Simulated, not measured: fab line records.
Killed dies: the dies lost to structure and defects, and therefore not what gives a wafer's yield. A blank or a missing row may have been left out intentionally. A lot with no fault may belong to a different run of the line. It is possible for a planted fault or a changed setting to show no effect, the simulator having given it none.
A lot that was struck, set against a sound lot || flow berkeleyCmos170 || 14 steps out of a route of 331
Sound: wafers L748.1, L748.2, L748.4. Struck: wafers L757.1, L757.5, L757.6. The cause comes at the end.
At each step with rows: each side's tool, then ch and its chambers, then its first start. Under that, the readings that differ: sound wafers || struck wafers || difference of the means || sigmas: that difference in standard deviations of wafers without a fault.
alike: same words and numbers on both sides, and readings whose means sit less than 2 such deviations apart. not compared: any withheld reading, any reading some wafer has no value for, any bound like >300 that may hide the same value, and any number with overlapping values for which the record gives no deviation.
The two part at a step that has a row with sigmas, a row that says differs or no value, or rows on one side only. Numbers that don't overlap but have no deviation are shown without sigmas and don't part them. A reading that every wafer of one side lacks parts them only if that side has two wafers or more.

first, 1 step without rows for these wafers: UCB170_ZERO_DEVELOP_05 (develop time 45 s).
UCB170_ZERO_ETCH_06: etches SiO2 in CHF3/CF4/Ar, time 12 s.
  sound on rieDiel-04 ch 2,3, day 3 00:23; struck on rieDiel-02 ch 0,2,3, day 5 01:41
  alike: drypumpMotorCurrentA, oesProductAu, throttleValvePct
  not compared: rfHoursCounterH
UCB170_ZERO_STRIP_07: strips in O2.
  sound on plasmaAsher-04 ch 0,1, day 3 00:25; struck on plasmaAsher-02 ch 0,1, day 5 01:43
  alike: drypumpMotorCurrentA, oesProductAu, stripTimeToEndpointS
  not compared: rfHoursCounterH
then, 2 steps without rows for these wafers: UCB170_NWELL_WET_ETCH_00 (etches SiO2 in dHF, time 200 s); UCB170_NWELL_OXIDATION_01 (target thk 26.4 nm, ox time 1260 s).
UCB170_NWELL_THK_MEAS_02:
  sound on filmMetro-03, day 3 10:58; struck on filmMetro-01, day 5 08:55
  alike: NWELL_OXIDE_THK
then, 2 steps without rows for these wafers: UCB170_NWELL_ANNEAL_03 (time 900 s); UCB170_NWELL_CVD_04 (deposits Si3N4 from SiH2Cl2/NH3, target thk 224 nm, time 3360 s).
UCB170_NWELL_THK_MEAS_05:
  sound on filmMetro-04, day 3 21:11; struck on filmMetro-01, day 5 12:24
{"reading": "NWELL_NITRIDE_THK (nm)", "sound": "226.5 227.8 229.5", "struck": "223.9 223.7 225.3", "difference": -3.6, "sigmas": -2}
then, 3 steps without rows for these wafers: UCB170_NWELL_HMDS_06 (prime time 60 s); UCB170_NWELL_COAT_07 (resist thk 900 nm); UCB170_NWELL_SOFTBAKE_08 (time 60 s).
UCB170_NWELL_EXPOSE_09: exposes mask NWELL, target cd 3000 nm.
  struck on krfScanner-02, day 5 13:09; sound on krfScanner-02 ch 0, day 3 21:56
  no value came back on the struck wafers for exposureDoseMJCm2, focusOffsetNm (nm); on the sound wafers exposureDoseMJCm2 reads 24.992 24.970 24.988
  alike: mask
then, 1 step without rows for these wafers: UCB170_NWELL_PEB_10.

== WHERE THEY PART ==
Earliest at UCB170_NWELL_THK_MEAS_05; latest, in this record, at UCB170_NWELL_EXPOSE_09.

WHY: the cause the simulator had injected
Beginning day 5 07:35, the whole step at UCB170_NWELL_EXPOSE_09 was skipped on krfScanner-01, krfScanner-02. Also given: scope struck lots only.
